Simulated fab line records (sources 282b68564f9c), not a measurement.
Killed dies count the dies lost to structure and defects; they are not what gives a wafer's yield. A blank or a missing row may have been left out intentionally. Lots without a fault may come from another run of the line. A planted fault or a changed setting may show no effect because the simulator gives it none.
Which tool did it?    flow rit_cmos    15 lots (45 wafers sampled), 1 step of a 202-step route

WHAT THE GAUGES SHOWED, per wafer
Not one reading of a measure or inspect step in the record can be checked against a usual standard deviation.

TOOL THAT RAN EACH LOT (tool first, then ch and the chambers of the sampled wafers, then the start)
lot   RIT_PWELL_EXPOSE_03
L839  iline_stepper-02 ch 0, day 1 22:02
L840  iline_stepper-01 ch 0, day 2 02:37
L841  iline_stepper-01 ch 0, day 2 08:58
L844  iline_stepper-01 ch 0, day 2 23:07
L845  iline_stepper-02 ch 0, day 3 04:55
L847  iline_stepper-01, day 3 14:16
L848  iline_stepper-02, day 3 20:50
L849  iline_stepper-02, day 3 23:26
L851  iline_stepper-02 ch 0, day 4 09:19
L857  iline_stepper-02 ch 0, day 5 16:48
L858  iline_stepper-01 ch 0, day 5 20:22
L859  iline_stepper-01 ch 0, day 6 01:22
L860  iline_stepper-01 ch 0, day 6 06:32
L861  iline_stepper-02 ch 0, day 6 15:28
L862  iline_stepper-01 ch 0, day 6 19:15
- RIT_PWELL_EXPOSE_03: exposes mask M3, target cd 43700 nm.

WHAT THE TOOLS THEMSELVES READ (means of the sampled wafers that have a number; where no wafer has one, the mark that the record gives instead)
RIT_PWELL_EXPOSE_03. Usual: exposure_dose_mJ_cm2 250.00, standard deviation 0.25; focus_offset_nm 0.1 nm, standard deviation 0.52.
lot   tool              exposure_dose_mJ_cm2  focus_offset_nm (nm)  flag
L839  iline_stepper-02  250.16                0.1                   
L840  iline_stepper-01  250.07                -0.5                  
L841  iline_stepper-01  249.55                0.4                   
L844  iline_stepper-01  250.02                0.7                   
L845  iline_stepper-02  250.12                0.6                   
L847  iline_stepper-01  -                     -                     OFF
L848  iline_stepper-02  -                     -                     OFF
L849  iline_stepper-02  -                     -                     OFF
L851  iline_stepper-02  249.67                -0.4                  
L857  iline_stepper-02  249.99                -0.2                  
L858  iline_stepper-01  249.79                -0.3                  
L859  iline_stepper-01  250.16                0.8                   
L860  iline_stepper-01  249.94                -0.5                  
L861  iline_stepper-02  249.74                0.6                   
L862  iline_stepper-01  250.11                0.4                   

THE ANSWER, worked out from the rows above alone
Rule: a lot counts as off when the mean over its wafers that have a number is more than 3 standard deviations away from the usual mean. A lot without any number at a reading at which 4 lots or more have one is off too. Any other lot the step has rows for is counted as sound. The gauges are gone through in route order, then the tools' own readings, and for those a lot's mean is taken as printed above. The first step at which some lot is off is used, and at that step the reading that is off furthest; a lot without a number counts as furthest.
Off: L847, L848, L849, at RIT_PWELL_EXPOSE_03 (exposure_dose_mJ_cm2). Without a number there: L847, L848, L849.
A tool fits if, at that step or a process step before it, it ran every lot that is off, and no sound lot after the first of them. Of those tried, none fits.

WHAT THE SIMULATOR PUT IN
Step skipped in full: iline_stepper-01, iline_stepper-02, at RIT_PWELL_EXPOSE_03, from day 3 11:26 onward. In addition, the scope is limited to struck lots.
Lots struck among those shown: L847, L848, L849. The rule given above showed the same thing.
